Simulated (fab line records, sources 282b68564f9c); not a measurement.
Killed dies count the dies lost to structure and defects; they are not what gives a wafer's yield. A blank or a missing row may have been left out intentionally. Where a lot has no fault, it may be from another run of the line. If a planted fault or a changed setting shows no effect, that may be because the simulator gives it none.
fab line records || flow rit_cmos || part 2 of 2: steps 44 to 45 of 45
record {"lots": 6, "wafers": 18, "last_day": 7}
route steps=202 shown ACTIVE@11 FOX1@20 FOX2@23 NWELL@28 PWELL@39 WELLDRIVE@50 SILICIDE@161 M1@202
lots with no fault: from the same line, run without faults
start_h: hours from the record's first day to the start of the lot's first wafer shown || wait_h: hours from the lot's prior step to this one || " repeats the value in the row above || L1.1+2: several wafers, shown together as one row || - no value, or no start was given || * or withheld: withheld || < > ~ a bound
route shown NAME@n: names a module that has steps shown in the file, with the first one's number in the route || usual: mean and standard deviation over wafers with no fault || same: alike in all rows || chamber/n: place in a boat || sites: the reading at each site || _std_site: the standard deviation of these || _edge_site: the outer-site mean with the inner-site mean subtracted || radius_mm: for every site, how far away it sits from the centre of the wafer || mask NAME#n: copy n || behind: tool/chamber where the wafer was last shaped || hold: what put the lot on hold/how long, in hours/how the hold closed || device: which transistor (n, p or np) failed to switch || end of line: the tests these same wafers got at the end of their route || a step without rows: its recipe alone || killed: not the wafer's yield, but the dies lost to structure and defects at the first sort || map: a wafer's dies, x killed, . not, _ none there
set.NAME: the setting the step ran with; set.NAME@STEP: the setting that earlier step ran with || model.NAME: the simulator's own value behind a step, which no gauge read
a table for each step, a row for each wafer; lots at some steps of the route
services: the hour from which a tool's chamber was out of use, counted from the record's first day as start_h (under 0 if before that day), plus the number of hours and why
## steps
# step RIT_SILICIDE_WET_ETCH_00
# recipe {"chemistry": "BOE", "target": "SiO2", "target_depth_nm": 14, "time_s": 15, "dry": "n2_spin", "dilution": "10:1", "temp_c": 21.5}
# same {"time_s": 15}
{"lot.wafer": "L661.3", "tool": "wet_bench-01", "chamber": 1, "start_h": 67.38, "wait_h": 0.1, "model.SiO2_of_FOX2_OXIDATION_00.thk_nm": 142.8}
{"lot.wafer": "L661.5", "tool": "wet_bench-01", "chamber": 1, "start_h": 67.38, "wait_h": 0.1, "model.SiO2_of_FOX2_OXIDATION_00.thk_nm": 145.4}
{"lot.wafer": "L661.6", "tool": "wet_bench-01", "chamber": 1, "start_h": 67.38, "wait_h": 0.1, "model.SiO2_of_FOX2_OXIDATION_00.thk_nm": 140.7}
{"lot.wafer": "L664.1", "tool": "wet_bench-01", "chamber": 2, "start_h": 81.07, "wait_h": 0.1, "model.SiO2_of_FOX2_OXIDATION_00.thk_nm": 306}
{"lot.wafer": "L664.5", "tool": "wet_bench-01", "chamber": 2, "start_h": 81.07, "wait_h": 0.1, "model.SiO2_of_FOX2_OXIDATION_00.thk_nm": 311}
{"lot.wafer": "L664.6", "tool": "wet_bench-01", "chamber": 2, "start_h": 81.07, "wait_h": 0.1, "model.SiO2_of_FOX2_OXIDATION_00.thk_nm": 305.3}
{"lot.wafer": "L666.3", "tool": "wet_bench-01", "chamber": 1, "start_h": 90.65, "wait_h": 0.1, "model.SiO2_of_FOX2_OXIDATION_00.thk_nm": 310.8}
{"lot.wafer": "L666.4", "tool": "wet_bench-01", "chamber": 1, "start_h": 90.65, "wait_h": 0.1, "model.SiO2_of_FOX2_OXIDATION_00.thk_nm": 300.7}
{"lot.wafer": "L666.6", "tool": "wet_bench-01", "chamber": 1, "start_h": 90.65, "wait_h": 0.1, "model.SiO2_of_FOX2_OXIDATION_00.thk_nm": 306.9}
{"lot.wafer": "L678.1", "tool": "wet_bench-02", "chamber": 0, "start_h": 151.75, "wait_h": 0.1, "model.SiO2_of_FOX2_OXIDATION_00.thk_nm": 139.6}
{"lot.wafer": "L678.3", "tool": "wet_bench-02", "chamber": 0, "start_h": 151.75, "wait_h": 0.1, "model.SiO2_of_FOX2_OXIDATION_00.thk_nm": 139.9}
{"lot.wafer": "L678.5", "tool": "wet_bench-02", "chamber": 0, "start_h": 151.75, "wait_h": 0.1, "model.SiO2_of_FOX2_OXIDATION_00.thk_nm": 135.3}
{"lot.wafer": "L680.1", "tool": "wet_bench-01", "chamber": 0, "start_h": 158.69, "wait_h": 0.1, "model.SiO2_of_FOX2_OXIDATION_00.thk_nm": 143}
{"lot.wafer": "L680.4", "tool": "wet_bench-01", "chamber": 0, "start_h": 158.69, "wait_h": 0.1, "model.SiO2_of_FOX2_OXIDATION_00.thk_nm": 144.2}
{"lot.wafer": "L680.5", "tool": "wet_bench-01", "chamber": 0, "start_h": 158.69, "wait_h": 0.1, "model.SiO2_of_FOX2_OXIDATION_00.thk_nm": 153.6}
{"lot.wafer": "L682.2", "tool": "wet_bench-02", "chamber": 1, "start_h": 170.29, "wait_h": 0.1, "model.SiO2_of_FOX2_OXIDATION_00.thk_nm": 152.4}
{"lot.wafer": "L682.5", "tool": "wet_bench-02", "chamber": 1, "start_h": 170.29, "wait_h": 0.1, "model.SiO2_of_FOX2_OXIDATION_00.thk_nm": 150.6}
{"lot.wafer": "L682.6", "tool": "wet_bench-02", "chamber": 1, "start_h": 170.29, "wait_h": 0.1, "model.SiO2_of_FOX2_OXIDATION_00.thk_nm": 145.3}
# step RIT_M1_PROBE_99
# usual {"killed_at_front_end": "7/3.1", "killed_dies": "7/3.1", "killed_open": "3.3/2.1", "killed_short": "3.5/2"}
# same {"gross_dies": 264, "killed_at_M0_to_M3": 0, "killed_at_M4_up": 0, "killed_at_back_side": 0, "killed_at_contacts": 0, "killed_at_other": 0}
{"lot.wafer": "L661.3", "tool": "prober-02", "chamber": "-", "start_h": 74.39, "wait_h": 0.2, "killed_at_front_end": 10, "killed_dies": 10, "killed_open": 5, "killed_short": 5, "model.etest.nldd.width_nm": 3191, "model.etest.pldd.width_nm": 3199, "model.etest.pwell.rs_ohm_sq": 412.2, "model.etest.pplus_sal.width_nm": 3484, "model.etest.nplus_sal.width_nm": 3489, "model.etest.nmos_narrow.drive_ua_um": 218.2, "model.etest.pmos_narrow.drive_ua_um": 96.92, "model.etest.pldd.line_ohm_um": 153.7}
{"lot.wafer": "L661.5", "tool": "prober-02", "chamber": "-", "start_h": 74.49, "wait_h": 0.2, "killed_at_front_end": 6, "killed_dies": 6, "killed_open": 2, "killed_short": 3, "model.etest.nldd.width_nm": 3191, "model.etest.pldd.width_nm": 3186, "model.etest.pwell.rs_ohm_sq": 414.7, "model.etest.pplus_sal.width_nm": 3466, "model.etest.nplus_sal.width_nm": 3452, "model.etest.nmos_narrow.drive_ua_um": 222.1, "model.etest.pmos_narrow.drive_ua_um": 99.41, "model.etest.pldd.line_ohm_um": 154.4}
{"lot.wafer": "L661.6", "tool": "prober-02", "chamber": "-", "start_h": 74.54, "wait_h": 0.2, "killed_at_front_end": 6, "killed_dies": 6, "killed_open": 3, "killed_short": 3, "model.etest.nldd.width_nm": 3178, "model.etest.pldd.width_nm": 3188, "model.etest.pwell.rs_ohm_sq": 416.1, "model.etest.pplus_sal.width_nm": 3472, "model.etest.nplus_sal.width_nm": 3437, "model.etest.nmos_narrow.drive_ua_um": 218.2, "model.etest.pmos_narrow.drive_ua_um": 97.52, "model.etest.pldd.line_ohm_um": 155.4}
{"lot.wafer": "L664.1", "tool": "prober-01", "chamber": "-", "start_h": 88.04, "wait_h": 0.1, "killed_at_front_end": 9, "killed_dies": 9, "killed_open": 1, "killed_short": 8, "model.etest.nldd.width_nm": 2892, "model.etest.pldd.width_nm": 2906, "model.etest.pwell.rs_ohm_sq": 514.2, "model.etest.pplus_sal.width_nm": 3313, "model.etest.nplus_sal.width_nm": 3317, "model.etest.nmos_narrow.drive_ua_um": 187.4, "model.etest.pmos_narrow.drive_ua_um": 80.83, "model.etest.pldd.line_ohm_um": 162.2}
{"lot.wafer": "L664.5", "tool": "prober-01", "chamber": "-", "start_h": 88.24, "wait_h": 0.2, "killed_at_front_end": 5, "killed_dies": 5, "killed_open": 2, "killed_short": 3, "model.etest.nldd.width_nm": 2915, "model.etest.pldd.width_nm": 2906, "model.etest.pwell.rs_ohm_sq": 523.1, "model.etest.pplus_sal.width_nm": 3309, "model.etest.nplus_sal.width_nm": 3298, "model.etest.nmos_narrow.drive_ua_um": 183.1, "model.etest.pmos_narrow.drive_ua_um": 78.15, "model.etest.pldd.line_ohm_um": 162.1}
{"lot.wafer": "L664.6", "tool": "prober-01", "chamber": "-", "start_h": 88.29, "wait_h": 0.2, "killed_at_front_end": 5, "killed_dies": 5, "killed_open": 3, "killed_short": 2, "model.etest.nldd.width_nm": 2898, "model.etest.pldd.width_nm": 2899, "model.etest.pwell.rs_ohm_sq": 521.7, "model.etest.pplus_sal.width_nm": 3333, "model.etest.nplus_sal.width_nm": 3311, "model.etest.nmos_narrow.drive_ua_um": 186.8, "model.etest.pmos_narrow.drive_ua_um": 79.59, "model.etest.pldd.line_ohm_um": 163.3}
{"lot.wafer": "L666.3", "tool": "prober-01", "chamber": "-", "start_h": 97.52, "wait_h": 0.2, "killed_at_front_end": 9, "killed_dies": 9, "killed_open": 3, "killed_short": 6, "model.etest.nldd.width_nm": 2940, "model.etest.pldd.width_nm": 2918, "model.etest.pwell.rs_ohm_sq": 616.8, "model.etest.pplus_sal.width_nm": 3317, "model.etest.nplus_sal.width_nm": 3308, "model.etest.nmos_narrow.drive_ua_um": 177.6, "model.etest.pmos_narrow.drive_ua_um": 74.72, "model.etest.pldd.line_ohm_um": 179.2}
{"lot.wafer": "L666.4", "tool": "prober-01", "chamber": "-", "start_h": 97.57, "wait_h": 0.2, "killed_at_front_end": 15, "killed_dies": 15, "killed_open": 6, "killed_short": 9, "model.etest.nldd.width_nm": 2934, "model.etest.pldd.width_nm": 2949, "model.etest.pwell.rs_ohm_sq": 590.3, "model.etest.pplus_sal.width_nm": 3378, "model.etest.nplus_sal.width_nm": 3377, "model.etest.nmos_narrow.drive_ua_um": 180.5, "model.etest.pmos_narrow.drive_ua_um": 76.74, "model.etest.pldd.line_ohm_um": 179}
{"lot.wafer": "L666.6", "tool": "prober-01", "chamber": "-", "start_h": 97.67, "wait_h": 0.2, "killed_at_front_end": 13, "killed_dies": 13, "killed_open": 10, "killed_short": 3, "model.etest.nldd.width_nm": 2941, "model.etest.pldd.width_nm": 2928, "model.etest.pwell.rs_ohm_sq": 609.8, "model.etest.pplus_sal.width_nm": 3316, "model.etest.nplus_sal.width_nm": 3324, "model.etest.nmos_narrow.drive_ua_um": 180.4, "model.etest.pmos_narrow.drive_ua_um": 74.68, "model.etest.pldd.line_ohm_um": 176.9}
{"lot.wafer": "L678.1", "tool": "prober-01", "chamber": "-", "start_h": 159.09, "wait_h": 0.1, "killed_at_front_end": 7, "killed_dies": 7, "killed_open": 2, "killed_short": 5, "model.etest.nldd.width_nm": 3214, "model.etest.pldd.width_nm": 3201, "model.etest.pwell.rs_ohm_sq": 419.5, "model.etest.pplus_sal.width_nm": 3483, "model.etest.nplus_sal.width_nm": 3473, "model.etest.nmos_narrow.drive_ua_um": 227.6, "model.etest.pmos_narrow.drive_ua_um": 103.1, "model.etest.pldd.line_ohm_um": 162.1}
{"lot.wafer": "L678.3", "tool": "prober-01", "chamber": "-", "start_h": 159.19, "wait_h": 0.2, "killed_at_front_end": 8, "killed_dies": 8, "killed_open": 3, "killed_short": 5, "model.etest.nldd.width_nm": 3192, "model.etest.pldd.width_nm": 3190, "model.etest.pwell.rs_ohm_sq": 422.4, "model.etest.pplus_sal.width_nm": 3446, "model.etest.nplus_sal.width_nm": 3462, "model.etest.nmos_narrow.drive_ua_um": 223, "model.etest.pmos_narrow.drive_ua_um": 102.7, "model.etest.pldd.line_ohm_um": 157.7}
{"lot.wafer": "L678.5", "tool": "prober-01", "chamber": "-", "start_h": 159.29, "wait_h": 0.2, "killed_at_front_end": 9, "killed_dies": 9, "killed_open": 3, "killed_short": 6, "model.etest.nldd.width_nm": 3207, "model.etest.pldd.width_nm": 3188, "model.etest.pwell.rs_ohm_sq": 417.9, "model.etest.pplus_sal.width_nm": 3460, "model.etest.nplus_sal.width_nm": 3457, "model.etest.nmos_narrow.drive_ua_um": 220.5, "model.etest.pmos_narrow.drive_ua_um": 99.74, "model.etest.pldd.line_ohm_um": 167.1}
{"lot.wafer": "L680.1", "tool": "prober-02", "chamber": "-", "start_h": 165.73, "wait_h": 0.1, "killed_at_front_end": 5, "killed_dies": 5, "killed_open": 2, "killed_short": 3, "model.etest.nldd.width_nm": 3186, "model.etest.pldd.width_nm": 3187, "model.etest.pwell.rs_ohm_sq": 412.6, "model.etest.pplus_sal.width_nm": 3465, "model.etest.nplus_sal.width_nm": 3463, "model.etest.nmos_narrow.drive_ua_um": 227.9, "model.etest.pmos_narrow.drive_ua_um": 104.8, "model.etest.pldd.line_ohm_um": 151}
{"lot.wafer": "L680.4", "tool": "prober-02", "chamber": "-", "start_h": 165.88, "wait_h": 0.2, "killed_at_front_end": 2, "killed_dies": 2, "killed_open": 1, "killed_short": 1, "model.etest.nldd.width_nm": 3162, "model.etest.pldd.width_nm": 3190, "model.etest.pwell.rs_ohm_sq": 413.6, "model.etest.pplus_sal.width_nm": 3462, "model.etest.nplus_sal.width_nm": 3450, "model.etest.nmos_narrow.drive_ua_um": 227.8, "model.etest.pmos_narrow.drive_ua_um": 105.4, "model.etest.pldd.line_ohm_um": 146.2}
{"lot.wafer": "L680.5", "tool": "prober-02", "chamber": "-", "start_h": 165.93, "wait_h": 0.2, "killed_at_front_end": 7, "killed_dies": 7, "killed_open": 4, "killed_short": 3, "model.etest.nldd.width_nm": 3166, "model.etest.pldd.width_nm": 3164, "model.etest.pwell.rs_ohm_sq": 417.6, "model.etest.pplus_sal.width_nm": 3423, "model.etest.nplus_sal.width_nm": 3440, "model.etest.nmos_narrow.drive_ua_um": 225.2, "model.etest.pmos_narrow.drive_ua_um": 102.8, "model.etest.pldd.line_ohm_um": 152.4}
{"lot.wafer": "L682.2", "tool": "prober-02", "chamber": "-", "start_h": 177.54, "wait_h": 0.1, "killed_at_front_end": 6, "killed_dies": 6, "killed_open": 3, "killed_short": 3, "model.etest.nldd.width_nm": 3179, "model.etest.pldd.width_nm": 3176, "model.etest.pwell.rs_ohm_sq": 415.9, "model.etest.pplus_sal.width_nm": 3476, "model.etest.nplus_sal.width_nm": 3469, "model.etest.nmos_narrow.drive_ua_um": 224.7, "model.etest.pmos_narrow.drive_ua_um": 98.16, "model.etest.pldd.line_ohm_um": 172.4}
{"lot.wafer": "L682.5", "tool": "prober-02", "chamber": "-", "start_h": 177.69, "wait_h": 0.2, "killed_at_front_end": 2, "killed_dies": 2, "killed_open": 0, "killed_short": 2, "model.etest.nldd.width_nm": 3187, "model.etest.pldd.width_nm": 3188, "model.etest.pwell.rs_ohm_sq": 411.6, "model.etest.pplus_sal.width_nm": 3446, "model.etest.nplus_sal.width_nm": 3462, "model.etest.nmos_narrow.drive_ua_um": 224.4, "model.etest.pmos_narrow.drive_ua_um": 101.1, "model.etest.pldd.line_ohm_um": 168.4}
{"lot.wafer": "L682.6", "tool": "prober-02", "chamber": "-", "start_h": 177.74, "wait_h": 0.2, "killed_at_front_end": 2, "killed_dies": 2, "killed_open": 0, "killed_short": 2, "model.etest.nldd.width_nm": 3175, "model.etest.pldd.width_nm": 3172, "model.etest.pwell.rs_ohm_sq": 414.6, "model.etest.pplus_sal.width_nm": 3447, "model.etest.nplus_sal.width_nm": 3477, "model.etest.nmos_narrow.drive_ua_um": 227.7, "model.etest.pmos_narrow.drive_ua_um": 101.4, "model.etest.pldd.line_ohm_um": 161.6}
# killed by level:class
L661.3 GATE:geometric_particle:open=4 FOX1:geometric_particle:short=2 FOX1:geometric_particle:open=1 REOX:geometric_particle:short=1 SPACER:geometric_particle:short=1 SILICIDE:geometric_particle:short=1
L661.5 FOX1:geometric_particle:short=2 FOX1:geometric_particle:open=1 GATE:geometric_particle:open=1 SPACER:geometric_particle:short=1 PWELL:coat_microbubble_printed=1
L661.6 GATE:geometric_particle:short=2 FOX1:geometric_particle:open=1 GATE:geometric_particle:open=1 SPACER:geometric_particle:short=1 SPACER:geometric_particle:open=1
L664.1 GATE:geometric_particle:short=5 FOX1:geometric_particle:short=2 REOX:geometric_particle:short=1 SPACER:geometric_particle:open=1
L664.5 FOX1:geometric_particle:short=2 FOX1:geometric_particle:open=1 GATE:geometric_particle:short=1 SILICIDE:geometric_particle:open=1
L664.6 GATE:geometric_particle:open=2 FOX1:geometric_particle:open=1 FOX1:geometric_particle:short=1 SPACER:geometric_particle:short=1
L666.3 SPACER:geometric_particle:short=2 SILICIDE:geometric_particle:short=2 ACTIVE:geometric_particle:short=1 FOX1:geometric_particle:open=1 GATE:geometric_particle:open=1 REOX:geometric_particle:short=1 SILICIDE:geometric_particle:open=1
L666.4 GATE:geometric_particle:short=3 GATE:geometric_particle:open=2 REOX:geometric_particle:short=2 SILICIDE:geometric_particle:open=2 SILICIDE:geometric_particle:short=2 FOX1:geometric_particle:short=1 REOX:geometric_particle:open=1 SPACER:geometric_particle:open=1
L666.6 SILICIDE:geometric_particle:open=4 FOX1:geometric_particle:open=2 GATE:geometric_particle:open=2 SPACER:geometric_particle:open=2 FOX2:geometric_particle:short=1 GATE:geometric_particle:short=1 REOX:geometric_particle:short=1
L678.1 FOX1:geometric_particle:short=2 FOX2:geometric_particle:short=1 GATE:geometric_particle:short=1 REOX:geometric_particle:open=1 SILICIDE:geometric_particle:open=1 SILICIDE:geometric_particle:short=1
L678.3 REOX:geometric_particle:short=2 SPACER:geometric_particle:open=2 FOX1:geometric_particle:short=1 GATE:geometric_particle:short=1 REOX:geometric_particle:open=1 SILICIDE:geometric_particle:short=1
L678.5 FOX1:geometric_particle:short=2 FOX2:geometric_particle:open=2 GATE:geometric_particle:short=2 GATE:geometric_particle:open=1 REOX:geometric_particle:short=1 SILICIDE:geometric_particle:short=1
L680.1 GATE:geometric_particle:short=2 FOX1:geometric_particle:open=1 GATE:geometric_particle:open=1 SPACER:geometric_particle:short=1
L680.4 FOX1:geometric_particle:open=1 SPACER:geometric_particle:short=1
L680.5 GATE:geometric_particle:open=4 GATE:geometric_particle:short=3
L682.2 GATE:geometric_particle:open=2 REOX:geometric_particle:short=2 FOX2:geometric_particle:open=1 GATE:geometric_particle:short=1
L682.5 FOX1:geometric_particle:short=1 GATE:geometric_particle:short=1
L682.6 FOX1:geometric_particle:short=1 GATE:geometric_particle:short=1
## services
{"tool": "rie_diel-02", "chamber": 2, "start_h": 7.61, "hours": 2.0, "kind": "repair"}
{"tool": "rie_diel-02", "chamber": 2, "start_h": 11.10, "hours": 1.8, "kind": "repair"}
{"tool": "rie_diel-04", "chamber": 1, "start_h": 47.57, "hours": 5.1, "kind": "repair"}
{"tool": "rie_diel-02", "chamber": 0, "start_h": 49.54, "hours": 5.2, "kind": "repair"}
{"tool": "rie_diel-02", "chamber": "-", "start_h": 56.05, "hours": 0.4, "kind": "repair"}
{"tool": "rie_diel-01", "chamber": 3, "start_h": 63.98, "hours": 7.8, "kind": "repair"}
{"tool": "rie_diel-02", "chamber": "-", "start_h": 64.35, "hours": 0.7, "kind": "repair"}
{"tool": "rie_diel-04", "chamber": 0, "start_h": 76.60, "hours": 4.9, "kind": "repair"}
{"tool": "rie_diel-04", "chamber": 1, "start_h": 82.63, "hours": 4.9, "kind": "repair"}
{"tool": "furnace-04", "chamber": "-", "start_h": 88.26, "hours": 3.3, "kind": "pm"}
{"tool": "furnace-03", "chamber": "-", "start_h": 97.08, "hours": 2.8, "kind": "pm"}
{"tool": "wet_bench-03", "chamber": "-", "start_h": 102.21, "hours": 1.9, "kind": "pm"}
{"tool": "plasma_asher-01", "chamber": "-", "start_h": 103.58, "hours": 5.6, "kind": "repair"}
{"tool": "plasma_asher-01", "chamber": "-", "start_h": 109.20, "hours": 9.0, "kind": "pm"}
{"tool": "plasma_asher-01", "chamber": 0, "start_h": 109.20, "hours": 9.0, "kind": "vent_cycle"}
{"tool": "plasma_asher-01", "chamber": 1, "start_h": 109.20, "hours": 9.0, "kind": "vent_cycle"}
{"tool": "rie_diel-01", "chamber": 1, "start_h": 114.14, "hours": 8.1, "kind": "repair"}
{"tool": "furnace-03", "chamber": "-", "start_h": 114.52, "hours": 3.0, "kind": "pm"}
{"tool": "plasma_asher-01", "chamber": 0, "start_h": 118.20, "hours": "-", "kind": "clean"}
{"tool": "wet_bench-02", "chamber": "-", "start_h": 126.62, "hours": 1.9, "kind": "pm"}
{"tool": "plasma_asher-02", "chamber": "-", "start_h": 128.81, "hours": 0.6, "kind": "repair"}
{"tool": "plasma_asher-03", "chamber": "-", "start_h": 131.59, "hours": 4.5, "kind": "repair"}
{"tool": "rie_diel-04", "chamber": "-", "start_h": 145.20, "hours": 1.9, "kind": "repair"}
{"tool": "plasma_asher-03", "chamber": "-", "start_h": 163.29, "hours": 0.5, "kind": "repair"}
## key
first_sign {"step": "RIT_FOX2_THK_MEAS_01", "reading": "FOX2_OXIDE_THK", "direction": "up", "sigmas": 26, "usual": 346, "struck": 507}
effect {"step": "RIT_FOX2_THK_MEAS_90", "reading": "FIELD_OXIDE_LEFT_1_THK", "direction": "up", "sigmas": 26, "usual": 319, "struck": 480}
effect {"step": "RIT_FOX2_THK_MEAS_91", "reading": "FIELD_OXIDE_LEFT_2_THK", "direction": "up", "sigmas": 26, "usual": 251, "struck": 412}
model_effect {"step": "RIT_FOX2_OXIDATION_00", "value": "SiO2_of_FOX2_OXIDATION_00.thk_nm", "without": 346, "struck": 507.1}
model_effect {"step": "RIT_FOX2_CLEAN_02", "value": "Si3N4_of_ACTIVE_CVD_03.thk_nm", "without": 131.9, "struck": 128.8}
model_effect {"step": "RIT_SILICIDE_WET_ETCH_00", "value": "SiO2_of_FOX2_OXIDATION_00.thk_nm", "without": 145.8, "struck": 306.8}
model_effect {"step": "RIT_M1_PROBE_99", "value": "etest.nldd.width_nm", "without": 3196, "struck": 2920}
met_at RIT_FOX2_OXIDATION_00
struck_wafers L664.1,L664.5,L664.6,L666.3,L666.4,L666.6
tester_left_out L664,L666
onset_between 31.69 45.44
fault {"kind": "process_parameter_drift", "tool": "furnace-03", "chamber": "-", "onset_h": 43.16, "steps": "RIT_FOX2_OXIDATION_00", "channel": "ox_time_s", "offset": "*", "shape": "step", "end_h": 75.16, "acts_in": "*", "stated": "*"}
# tester_left_out: of these lots the tester's yield and bins aren't shown, on N5 and GAA mostly nor the transistor test; their killed dies are dies lost to structure and defects alone, not to doping, threshold or leakage, so they don't give the yield
